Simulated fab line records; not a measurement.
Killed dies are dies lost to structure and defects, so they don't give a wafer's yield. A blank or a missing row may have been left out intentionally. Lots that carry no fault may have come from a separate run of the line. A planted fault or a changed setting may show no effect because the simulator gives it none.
Matching of chambers / flow berkeley_cmos170 / 4 sister chambers for UCB170_PWELL_ETCH_14 on rie_diel-02
The step etches Si3N4 in CH3F/Ar/O2, stops on SiO2, target depth 242 nm, time 151 s. 18 wafers are shown with their chamber, then 9 later ones without.

## WAFERS WITH THEIR CHAMBER
wafer=L752.2; chamber=1; drypump_motor_current_A (A)=5.6; throttle_valve_pct (%)=7.96; O2_flow_sccm (sccm)=6.997
wafer=L752.5; chamber=0; drypump_motor_current_A (A)=5.1; throttle_valve_pct (%)=8.24; O2_flow_sccm (sccm)=7.019
wafer=L752.6; chamber=3; drypump_motor_current_A (A)=6.3; throttle_valve_pct (%)=7.80; O2_flow_sccm (sccm)=6.989
wafer=L754.1; chamber=0; drypump_motor_current_A (A)=5.0; throttle_valve_pct (%)=8.24; O2_flow_sccm (sccm)=6.967
wafer=L754.4; chamber=3; drypump_motor_current_A (A)=6.3; throttle_valve_pct (%)=7.78; O2_flow_sccm (sccm)=7.023
wafer=L754.6; chamber=1; drypump_motor_current_A (A)=5.6; throttle_valve_pct (%)=7.96; O2_flow_sccm (sccm)=7.016
wafer=L756.2; chamber=3; drypump_motor_current_A (A)=6.3; throttle_valve_pct (%)=7.80; O2_flow_sccm (sccm)=7.003
wafer=L756.4; chamber=2; drypump_motor_current_A (A)=6.6; throttle_valve_pct (%)=8.12; O2_flow_sccm (sccm)=6.970
wafer=L756.6; chamber=1; drypump_motor_current_A (A)=5.6; throttle_valve_pct (%)=7.96; O2_flow_sccm (sccm)=7.008
wafer=L757.2; chamber=3; drypump_motor_current_A (A)=6.2; throttle_valve_pct (%)=7.78; O2_flow_sccm (sccm)=7.009
wafer=L757.4; chamber=1; drypump_motor_current_A (A)=5.6; throttle_valve_pct (%)=7.94; O2_flow_sccm (sccm)=6.983
wafer=L757.5; chamber=3; drypump_motor_current_A (A)=6.3; throttle_valve_pct (%)=7.78; O2_flow_sccm (sccm)=6.988
wafer=L761.3; chamber=3; drypump_motor_current_A (A)=6.3; throttle_valve_pct (%)=7.77; O2_flow_sccm (sccm)=7.016
wafer=L761.4; chamber=1; drypump_motor_current_A (A)=5.6; throttle_valve_pct (%)=7.96; O2_flow_sccm (sccm)=7.000
wafer=L761.5; chamber=1; drypump_motor_current_A (A)=5.6; throttle_valve_pct (%)=7.98; O2_flow_sccm (sccm)=6.995
wafer=L767.1; chamber=1; drypump_motor_current_A (A)=5.6; throttle_valve_pct (%)=7.97; O2_flow_sccm (sccm)=6.991
wafer=L767.4; chamber=1; drypump_motor_current_A (A)=5.6; throttle_valve_pct (%)=7.96; O2_flow_sccm (sccm)=7.031
wafer=L767.6; chamber=0; drypump_motor_current_A (A)=5.0; throttle_valve_pct (%)=8.23; O2_flow_sccm (sccm)=7.013

SIGNATURES (averages over the wafers above)
reading=drypump_motor_current_A; chamber 0=5.033; chamber 1=5.600; chamber 2=6.600; chamber 3=6.283; scatter within a chamber=0.0327
reading=throttle_valve_pct; chamber 0=8.2367; chamber 1=7.9612; chamber 2=8.1200; chamber 3=7.7850; scatter within a chamber=0.011
reading=O2_flow_sccm; chamber 0=6.99967; chamber 1=7.00263; chamber 2=6.97000; chamber 3=7.00467; scatter within a chamber=0.0174
Rule: a wafer's distance from a chamber is the root of the sum, over the readings, of the square of ((its reading less the chamber's mean) divided by the reading's scatter). If the next closest chamber is less than 2 further off than the closest, the wafer can't be placed; otherwise it belongs to the closest. The scatter: take each reading less its chamber's mean, square it, sum over the shown wafers, divide by the number of wafers less the number of chambers, and take the root.

## WAFERS WITH NO CHAMBER GIVEN
wafer=L770.2; drypump_motor_current_A (A)=6.3; throttle_valve_pct (%)=7.78; O2_flow_sccm (sccm)=6.974
wafer=L770.3; drypump_motor_current_A (A)=5.1; throttle_valve_pct (%)=8.24; O2_flow_sccm (sccm)=6.988
wafer=L770.5; drypump_motor_current_A (A)=6.3; throttle_valve_pct (%)=7.77; O2_flow_sccm (sccm)=6.951
wafer=L772.3; drypump_motor_current_A (A)=6.3; throttle_valve_pct (%)=7.80; O2_flow_sccm (sccm)=7.007
wafer=L772.4; drypump_motor_current_A (A)=5.5; throttle_valve_pct (%)=7.96; O2_flow_sccm (sccm)=6.991
wafer=L772.6; drypump_motor_current_A (A)=5.0; throttle_valve_pct (%)=8.25; O2_flow_sccm (sccm)=7.028
wafer=L774.1; drypump_motor_current_A (A)=5.6; throttle_valve_pct (%)=7.96; O2_flow_sccm (sccm)=7.019
wafer=L774.2; drypump_motor_current_A (A)=5.1; throttle_valve_pct (%)=8.22; O2_flow_sccm (sccm)=6.988
wafer=L774.6; drypump_motor_current_A (A)=5.1; throttle_valve_pct (%)=8.25; O2_flow_sccm (sccm)=6.997

## EACH ONE'S CHAMBER
wafer=L770.2; from the rows above=3; in truth=3
wafer=L770.3; from the rows above=0; in truth=0
wafer=L770.5; from the rows above=3; in truth=3
wafer=L772.3; from the rows above=3; in truth=3
wafer=L772.4; from the rows above=1; in truth=1
wafer=L772.6; from the rows above=0; in truth=0
wafer=L774.1; from the rows above=1; in truth=1
wafer=L774.2; from the rows above=0; in truth=0
wafer=L774.6; from the rows above=0; in truth=0
Placed correctly: 9 of 9. Not placeable from these rows: 0. Placed wrongly: 0.
